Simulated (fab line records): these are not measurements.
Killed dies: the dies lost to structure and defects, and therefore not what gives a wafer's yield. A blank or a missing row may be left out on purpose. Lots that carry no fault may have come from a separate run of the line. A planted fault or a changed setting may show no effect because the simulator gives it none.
A struck lot beside a sound one	flow berkeley-cmos170	19 steps out of a route of 331
Sound: these wafers, L788.1, L788.2, L788.3. Struck: wafers L793.1, L793.5, L793.6. The cause comes at the end.
Each step with rows lists, per side, the tool, then ch with its chambers, then its first start. Under that, the readings that differ: sound wafers	struck wafers	difference of the means	sigmas: that difference in standard deviations of wafers without a fault.
alike: readings with means less than 2 such deviations apart, plus words and numbers identical on both sides. not compared: withheld readings, readings lacking a value on some wafer, bounds such as >300 that could conceal the same value, and numbers that have no deviation in the record and whose values overlap.
A row with sigmas, a row that says differs or no value, or rows on one side alone: a step with any of these is where the two part. Non-overlapping numbers with no deviation appear without sigmas and do not part them. Lack of a reading on every wafer of one side parts them only where that side has two or more wafers.

first, 3 steps without rows for these wafers: UCB170_PSD_EXPOSE_03 (exposes mask PSELECT MOD, target cd 1200 nm); UCB170_PSD_PEB_04; UCB170_PSD_DEVELOP_05 (develop time 45 s).
UCB170_PSD_CD_MEAS_06 targets a cd of 1200 nm.
  sound on cd-sem-01, day 8 04:55; struck on cd-sem-02, day 9 06:01
  alike: cd-nm
UCB170_PSD_OVL_MEAS_07:
  sound on overlay-02, day 8 05:02; struck on overlay-01, day 9 06:08
  alike: PSD_OVL
next, for these wafers, 1 step has no rows: UCB170_PSD_IMPLANT_08.
UCB170_PSD_STRIP_09: strips in O2.
  sound on plasma-asher-02 ch 0,1, day 8 05:13; struck on plasma-asher-02 ch 0,1, day 9 06:19
  alike: drypump-motor-current-A, oes-product-au, strip-time-to-endpoint-s
  not compared: rf-hours-counter-h
UCB170_PSD_TW_MEAS_10:
  sound on film-metro-04, day 8 05:19; struck on film-metro-02, day 9 06:25
reading	sound	struck	difference	sigmas
PSD_TW	2300 2310 2304	2355 2349 2349	+46	+2
then, 4 steps without rows for these wafers: UCB170_PSD_CLEAN_11 (cleans in SPM, time 600 s); UCB170_NSD_HMDS_00 (prime time 60 s); UCB170_NSD_COAT_01 (resist thk 900 nm); UCB170_NSD_SOFTBAKE_02 (time 60 s).
UCB170_NSD_EXPOSE_03: exposes mask NSELECT MOD, target cd 1200 nm.
  sound on krf-scanner-02 ch 0, day 8 06:26; struck on krf-scanner-01 ch 0, day 9 07:25
reading	sound	struck	difference	sigmas
model.NSD.overlay-x-nm (nm)	2.162 2.162 2.162	-127.8 -127.8 -127.8	-130.0	
  alike: mask, reticle-temp-C
then, 2 steps without rows for these wafers: UCB170_NSD_PEB_04; UCB170_NSD_DEVELOP_05 (develop time 45 s).
UCB170_NSD_CD_MEAS_06 targets a cd of 1200 nm.
  sound on cd-sem-01, day 8 07:16; struck on cd-sem-02, day 9 07:55
  alike: cd-nm
UCB170_NSD_OVL_MEAS_07:
  sound on overlay-02, day 8 07:23; struck on overlay-01, day 9 08:02
reading	sound	struck	difference	sigmas
NSD_OVL (nm)	6 2 2	-128 -119 -134	-130	-26
then, 2 steps without rows for these wafers: UCB170_NSD_IMPLANT_08; UCB170_M3_PROBE_99.

== WHERE THEY PART ==
At UCB170_PSD_TW_MEAS_10 first; at UCB170_NSD_OVL_MEAS_07 last (within this record only).

WHY: what had been put in by the simulator
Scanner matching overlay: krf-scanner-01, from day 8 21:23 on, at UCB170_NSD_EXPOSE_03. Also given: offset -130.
